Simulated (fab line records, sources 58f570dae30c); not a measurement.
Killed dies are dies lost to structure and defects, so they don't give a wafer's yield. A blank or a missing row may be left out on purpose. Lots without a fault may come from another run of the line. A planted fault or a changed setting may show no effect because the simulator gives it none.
Which tool did it? | flow berkeley_cmos170 | 15 lots, 45 wafers sampled, at 2 steps of a route of 331

WHAT THE GAUGES READ, wafer by wafer
UCB170_NVT_TW_MEAS_09.
lot  | measured     | on            | NVT_TW
L346 | day 5 21:45  | film_metro-02 | 525 529 525
L350 | day 6 11:26  | film_metro-01 | 529 526 528
L349 | day 6 11:32  | film_metro-04 | 521 520 522
L348 | day 6 11:43  | film_metro-02 | 521 518 522
L351 | day 7 09:31  | film_metro-01 | 527 526 527
L355 | day 7 16:07  | film_metro-04 | 650 646 654
L352 | day 7 15:43  | film_metro-04 | 525 524 525
L353 | day 7 16:01  | film_metro-04 | 522 525 520
L354 | day 7 16:17  | film_metro-04 | 520 522 521
L358 | day 8 10:11  | film_metro-01 | 529 534 532
L357 | day 8 11:10  | film_metro-01 | 533 530 531
L363 | day 9 12:36  | film_metro-04 | 653 650 650
L364 | day 9 19:18  | film_metro-02 | 648 646 649
L367 | day 10 00:49 | film_metro-01 | 533 530 531
L365 | day 10 01:04 | film_metro-04 | 524 522 522

WHICH TOOL RAN EACH LOT (tool, then ch and the chambers of the sampled wafers, then the start)
lot  | UCB170_NVT_IMPLANT_07
L346 | implanter-04 ch 0, day 5 21:30
L350 | implanter-04 ch 0, day 6 11:12
L349 | implanter-03 ch 0, day 6 11:17
L348 | implanter-04 ch 0, day 6 11:28
L351 | implanter-02 ch 0, day 7 09:17
L355 | implanter-02 ch 0, day 7 15:22
L352 | implanter-03 ch 0, day 7 15:31
L353 | implanter-04 ch 0, day 7 15:46
L354 | implanter-02 ch 0, day 7 16:04
L358 | implanter-04 ch 0, day 8 09:58
L357 | implanter-04 ch 0, day 8 10:55
L363 | implanter-04 ch 0, day 9 12:04
L364 | implanter-03 ch 0, day 9 18:45
L367 | implanter-04 ch 0, day 10 00:36
L365 | implanter-04 ch 0, day 10 00:50
- UCB170_NVT_IMPLANT_07

WHAT THE TOOLS THEMSELVES READ (means of the sampled wafers that have a number; where no wafer has one, the mark that the record gives instead)
UCB170_NVT_IMPLANT_07.
lot  | tool         | tilt_deg (degrees)
L346 | implanter-04 | 7.005
L350 | implanter-04 | 7.015
L349 | implanter-03 | 7.009
L348 | implanter-04 | 6.991
L351 | implanter-02 | 7.029
L355 | implanter-02 | 6.996
L352 | implanter-03 | 7.003
L353 | implanter-04 | 7.011
L354 | implanter-02 | 6.993
L358 | implanter-04 | 7.017
L357 | implanter-04 | 6.988
L363 | implanter-04 | 6.998
L364 | implanter-03 | 6.990
L367 | implanter-04 | 6.998
L365 | implanter-04 | 7.007

THE ANSWER, worked out from the rows above alone
Rule: what is usual is taken from the lots themselves. Put in order of their means at a reading, lots are off if they are a third of the lots or fewer, leave a main group of 4 or more, and stand apart from it by a gap of 3 or more times the standard deviation of the main group's means; of several such gaps the widest counts. A main group whose means are all the same, to the digits that the tables above print for the reading, isn't used. A lot without any number at a reading at which 4 lots or more have one is off too. The other lots that the step has rows for count as sound. The gauges are gone through in route order, then the tools' own readings, and for those a lot's mean is taken as printed above. The first step at which some lot is off is used, and at that step the reading that is off furthest; a lot without a number counts as furthest.
Off: L355, L363, L364, at UCB170_NVT_TW_MEAS_09 (NVT_TW). The main group: mean 526, standard deviation 4.1.
A tool fits if, at a process step before that reading, it ran every lot that is off, and no sound lot after the first of them. The gauges at UCB170_NVT_TW_MEAS_09 are tried like those tools. None of those tried fits.

WHAT THE SIMULATOR HAD PUT IN
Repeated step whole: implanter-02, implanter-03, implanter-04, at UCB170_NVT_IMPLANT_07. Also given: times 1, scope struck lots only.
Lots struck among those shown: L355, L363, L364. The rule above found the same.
